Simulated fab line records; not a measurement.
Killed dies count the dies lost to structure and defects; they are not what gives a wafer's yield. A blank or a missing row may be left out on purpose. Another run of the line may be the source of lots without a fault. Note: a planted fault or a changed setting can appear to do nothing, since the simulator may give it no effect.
A struck lot beside a sound one ; flow rit cmos ; 32 out of 202 route steps
Sound: these wafers, L678.2, L678.3, L678.4. Struck: wafers L683.3, L683.5, L683.6. At the end, the cause is stated.
Order at every step that has rows: each side's tool, ch and its chambers, its first start. Under that, the readings that differ: sound wafers ; struck wafers ; difference of the means ; sigmas: that difference in standard deviations of wafers without a fault.
alike: same words and numbers on both sides, and readings whose means sit less than 2 such deviations apart. not compared: any withheld reading, any reading some wafer has no value for, any bound like >300 that may hide the same value, and any number with overlapping values for which the record gives no deviation.
A row with sigmas, a row that says differs or no value, or rows on one side alone: a step with any of these is where the two part. Numbers that don't overlap but have no deviation are shown without sigmas and don't part them. A reading that every wafer of one side lacks parts them only if that side has two wafers or more.

first, 2 steps without rows for these wafers: RIT_SPACER_CLEAN_02 (cleans in SC2, time 600 s); RIT_SPACER_CVD_03 (deposits Si3N4 from SiH2Cl2/NH3, target thk 250 nm, time 3300 s).
RIT_SPACER_THK_MEAS_04:
  sound: film metro-03 at day 4 01:10; struck: film metro-02 at day 5 03:55
  alike: SPACER_NITRIDE_THK
RIT_SPACER_ETCHBACK_05: etches Si3N4 in SF6/CHF3, stops on SiO2, target depth 250 nm, time 240 s.
  sound on rie diel-04 ch 0,1,3, day 4 01:13; struck on rie diel-02 ch 0,1,3, day 5 03:58
  alike: drypump motor current A, oes product au, throttle valve pct
  not compared: rf hours counter h
then, 6 steps without rows for these wafers: RIT_NSD_HMDS_00 (prime time 60 s); RIT_NSD_COAT_01 (resist thk 1000 nm); RIT_NSD_SOFTBAKE_02 (time 60 s); RIT_NSD_EXPOSE_03 (exposes mask M9, target cd 40700 nm); RIT_NSD_PEB_04; RIT_NSD_DEVELOP_05 (develop time 50 s).
RIT_NSD_OVL_MEAS_06:
  sound: overlay-02 at day 4 02:14; struck: overlay-02 at day 5 05:10
  alike: NSD_OVL
then, 1 step without rows for these wafers: RIT_NSD_HARDBAKE_07 (time 60 s).
RIT_NSD_IMPLANT_08:
  sound on implanter-04 ch 0, day 4 02:26; struck on implanter-04 ch 0, day 5 05:23
reading;sound;struck;difference;sigmas
dose ions cm2;9.995e+14 9.998e+14 9.99e+14;5.632e+14 5.638e+14 5.632e+14;-4.360e+14;-99 or more
end station pressure torr (Torr);7.1e-06 7.7e-06 7.3e-06;6.2e-06 6.7e-06 6.5e-06;-9.0e-07;-2
faraday current uA;3114 3103 3104;1753 1772 1752;-1348;-21
RIT_NSD_STRIP_09: strips in O2, time 180 s.
  sound on plasma asher-02 ch 0,1, day 4 02:34; struck on plasma asher-04 ch 0,1, day 5 05:33
  alike: drypump motor current A
  not compared: rf hours counter h
RIT_NSD_TW_MEAS_10:
  sound: film metro-01 at day 4 02:44; struck: film metro-04 at day 5 05:55
reading;sound;struck;difference;sigmas
NSD_TW;3083 3096 3081;2761 2761 2753;-328;-10
  not compared: hold
then, 5 steps without rows for these wafers: RIT_PSD_COAT_01 (resist thk 994.2 nm); RIT_PSD_SOFTBAKE_02 (time 60 s); RIT_PSD_EXPOSE_03 (exposes mask M10, target cd 40900 nm); RIT_PSD_PEB_04; RIT_PSD_DEVELOP_05 (develop time 50 s).
RIT_PSD_OVL_MEAS_06:
  sound: overlay-02 at day 4 03:39; struck: overlay-01 at day 5 08:11
  alike: PSD_OVL
then, 2 steps without rows for these wafers: RIT_PSD_HARDBAKE_07 (time 60 s); RIT_PSD_IMPLANT_08.
RIT_PSD_STRIP_09: strips in O2, time 180 s.
  sound on plasma asher-03 ch 0,1, day 4 03:59; struck on plasma asher-04 ch 0,1, day 5 08:56
  alike: drypump motor current A
  not compared: rf hours counter h
RIT_PSD_TW_MEAS_10:
  sound: film metro-04 at day 4 04:10; struck: film metro-04 at day 5 09:08
  alike: PSD_TW
then, 3 steps without rows for these wafers: RIT_SDANNEAL_CLEAN_00 (cleans in SC1, time 600 s); RIT_SDANNEAL_CLEAN_01 (cleans in dHF, time 30 s); RIT_SDANNEAL_CLEAN_02 (cleans in SC2, time 600 s).
RIT_SDANNEAL_RTA_03: time 5 s.
  sound on rtp anneal-01 ch 0, day 4 04:40; struck on rtp anneal-02 ch 0, day 5 09:53
reading;sound;struck;difference;sigmas
ramp up c per s;341.97 341.90 341.93;342.08 342.05 342.11;+0.15;+2
  alike: wafer_temp_C_max
RIT_SDANNEAL_RS_MEAS_04: the measuring method here is four-point-probe.
  sound: film metro-04 at day 4 04:44; struck: film metro-02 at day 5 09:57
  alike: PSD_RS
RIT_SDANNEAL_RS_MEAS_05: the measuring method here is four-point-probe.
  sound: film metro-04 at day 4 04:52; struck: film metro-02 at day 5 10:22
reading;sound;struck;difference;sigmas
NSD_RS (ohm/sq);84.6 85.1 85.1;135.0 134.8 135.4;+50.1;+99 or more
  not compared: hold
RIT_M1_PROBE_99:
  sound wafers here have rows in the record (prober-01, day 4 12:34); struck ones have none

## WHERE THEY PART
Last at RIT_M1_PROBE_99 as far as this record goes, first at RIT_NSD_IMPLANT_08.

WHY: the cause the simulator had injected
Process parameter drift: implanter-04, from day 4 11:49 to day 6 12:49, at RIT_NSD_IMPLANT_08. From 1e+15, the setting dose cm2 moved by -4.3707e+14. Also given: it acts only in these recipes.
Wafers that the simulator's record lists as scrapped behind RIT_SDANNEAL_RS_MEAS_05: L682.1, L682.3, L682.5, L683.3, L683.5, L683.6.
